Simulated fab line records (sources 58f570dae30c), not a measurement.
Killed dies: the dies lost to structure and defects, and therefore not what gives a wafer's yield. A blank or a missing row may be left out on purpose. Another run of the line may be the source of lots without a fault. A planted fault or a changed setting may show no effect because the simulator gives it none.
Chamber matching | flow berkeley_cmos170 | 4 sister chambers for UCB170_V2_CMP_02 on cmp-01
The step polishes SiO2. 4 wafers are shown with their chamber, then 8 later ones without.

WAFERS, EACH WITH ITS CHAMBER
wafer  | chamber | motor_current_A (A)
L691.4 | 3       | 15.0
L699.4 | 2       | 19.1
L702.6 | 1       | 16.2
L703.1 | 0       | 13.9

WAFERS WITH NO CHAMBER GIVEN
wafer  | motor_current_A (A)
L703.4 | 17.6
L703.6 | 14.0
L708.4 | 19.4
L708.5 | 14.5
L708.6 | 15.8
L710.3 | 15.7
L710.5 | 13.8
L710.6 | 15.7

WHICH CHAMBER EACH ONE RAN IN
wafer  | from the rows above          | in truth
L703.4 | can't be placed: 1 or 2 or 3 | 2
L703.6 | can't be placed: 0 or 3      | 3
L708.4 | 2                            | 2
L708.5 | can't be placed: 3 or 0 or 1 | 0
L708.6 | can't be placed: 1 or 3      | 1
L710.3 | can't be placed: 1 or 3      | 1
L710.5 | can't be placed: 0 or 3      | 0
L710.6 | can't be placed: 1 or 3      | 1
Placed correctly: 1 of 8. These rows do not allow placing 7 (true chamber among the candidates in 7). 0 placed wrongly.
How it was worked out, from the rows above alone: a wafer's distance from a chamber is the root of the sum, over the readings, of the square of ((its reading less the chamber's mean) divided by the reading's scatter). The wafer belongs to the nearest chamber; if the next one is less than 2 further off, it can't be placed. Each chamber's mean is taken over the wafers shown for it. The scatter: root of mean squared gap, hidden wafer to nearest shown wafer, with one shown wafer a chamber.
